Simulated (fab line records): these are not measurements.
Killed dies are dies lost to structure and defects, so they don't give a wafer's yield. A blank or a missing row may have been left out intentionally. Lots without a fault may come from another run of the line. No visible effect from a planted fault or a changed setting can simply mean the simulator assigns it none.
Which of the tools did it? -- flow rit cmos -- 6 lots, 18 wafers sampled, at 2 steps of a route of 202

## WHAT THE GAUGES READ, wafer by wafer
RIT_GATE_THK_MEAS_09.
lot,measured,on,GATE_POLY_THK (nm)
L982,day 2 23:15,film metro-04,250.9 251.1 254.2
L984,day 3 05:22,film metro-01,251.5 249.5 249.1
L986,day 3 17:23,film metro-04,250.0 250.2 251.5
L991,day 4 17:51,film metro-01,236.4 235.5 235.9
L999,day 7 01:12,film metro-04,251.1 252.8 251.5
L104,day 8 02:15,film metro-01,254.3 251.4 255.6

## EACH LOT AND THE TOOL THAT RAN IT (in order: tool; ch and the chambers of the sampled wafers; start)
lot,RIT_GATE_CVD_08
L982,"lpcvd-01 ch 0, day 2 21:37"
L984,"lpcvd-01 ch 0, day 3 03:44"
L986,"lpcvd-02 ch 0, day 3 15:46"
L991,"lpcvd-02 ch 1, day 4 16:13"
L999,"lpcvd-01 ch 1, day 6 23:35"
L104,"lpcvd-02 ch 0, day 8 00:38"
- RIT_GATE_CVD_08: deposits poly-Si from SiH4, target thk 250 nm, time 2220 s.

## THE ANSWER, worked out from the rows above alone
Rule: usual is defined by the lots themselves. Put in order of their means at a reading, lots are off if they are a third of the lots or fewer, leave a main group of 4 or more, and stand apart from it by a gap of 3 or more times the standard deviation of the main group's means; of several such gaps the widest counts. If all means in a main group match to the digits the tables above print for the reading, that group is not used. Also off: a lot with no number at a reading for which 4 or more lots have one. Any other lot the step has rows for is counted as sound.
Off: L991, at RIT_GATE_THK_MEAS_09 (GATE_POLY_THK). The main group: mean 251.6 nm, standard deviation 1.3.
A tool fits if, at a process step before that reading, it ran every lot that is off, and no sound lot after the first of them. Those tools and the gauges at RIT_GATE_THK_MEAS_09 are tried in the same way. No candidate that was tried fits.

## WHAT THE SIMULATOR PUT IN
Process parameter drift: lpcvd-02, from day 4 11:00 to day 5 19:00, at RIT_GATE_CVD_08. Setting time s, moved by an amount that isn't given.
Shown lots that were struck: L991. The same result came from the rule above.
